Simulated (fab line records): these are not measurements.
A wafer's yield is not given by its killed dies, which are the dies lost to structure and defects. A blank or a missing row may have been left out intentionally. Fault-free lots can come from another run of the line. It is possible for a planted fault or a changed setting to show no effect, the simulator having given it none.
Matching of chambers | flow rit_cmos | RIT_SPACER_CLEAN_00 on wet_bench-01: 4 sister chambers
The step cleans in SC1, time 600 s. 14 wafers are shown with their chamber, then 7 later ones without.

## EACH WAFER AND ITS CHAMBER
wafer  | chamber | bath_heat_duty_pct (%) | bath_guard_temp_C (C)
L238.2 | 2       | 16.7                   | 75.4
L238.3 | 2       | 17.8                   | 75.5
L238.6 | 2       | 16.7                   | 75.8
L241.2 | 3       | 13.5                   | 75.4
L241.3 | 3       | 14.8                   | 75.6
L241.5 | 3       | 15.0                   | 75.4
L243.3 | 1       | 16.5                   | 75.7
L243.5 | 1       | 15.6                   | 75.1
L243.6 | 1       | 16.0                   | 75.8
L245.1 | 0       | 13.1                   | 74.5
L245.3 | 0       | 13.4                   | 74.7
L245.5 | 0       | 13.0                   | 75.0
L247.1 | 3       | 14.0                   | 75.0
L247.2 | 3       | 13.9                   | 75.8

SIGNATURES, as means of the wafers listed above
reading            | chamber 0 | chamber 1 | chamber 2 | chamber 3 | scatter within a chamber
bath_heat_duty_pct | 13.167    | 16.033    | 17.067    | 14.240    | 0.54
bath_guard_temp_C  | 74.733    | 75.533    | 75.567    | 75.440    | 0.292
Rule: a wafer's distance from a chamber is the root of the sum, over the readings, of the square of ((its reading less the chamber's mean) divided by the reading's scatter). If the next closest chamber is less than 2 further off than the closest, the wafer can't be placed; otherwise it belongs to the closest. The scatter: take each reading less its chamber's mean, square it, sum over the shown wafers, divide by the number of wafers less the number of chambers, and take the root.

## WAFERS WITH NO CHAMBER GIVEN
wafer  | bath_heat_duty_pct (%) | bath_guard_temp_C (C)
L247.5 | 13.9                   | 75.3
L251.3 | 15.9                   | 75.6
L251.4 | 16.3                   | 75.5
L251.5 | 16.8                   | 75.3
L259.2 | 14.6                   | 75.6
L259.4 | 14.8                   | 75.3
L259.6 | 14.2                   | 75.5

## CHAMBER TAKEN BY EACH
wafer  | from the rows above     | in truth
L247.5 | can't be placed: 3 or 0 | 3
L251.3 | can't be placed: 1 or 2 | 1
L251.4 | can't be placed: 1 or 2 | 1
L251.5 | can't be placed: 2 or 1 | 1
L259.2 | can't be placed: 3 or 1 | 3
L259.4 | can't be placed: 3 or 1 | 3
L259.6 | 3                       | 3
Placed correctly: 1 of 7. Unplaceable from these rows: 6, with the true chamber sitting among the candidates in 6. 0 placed wrongly.
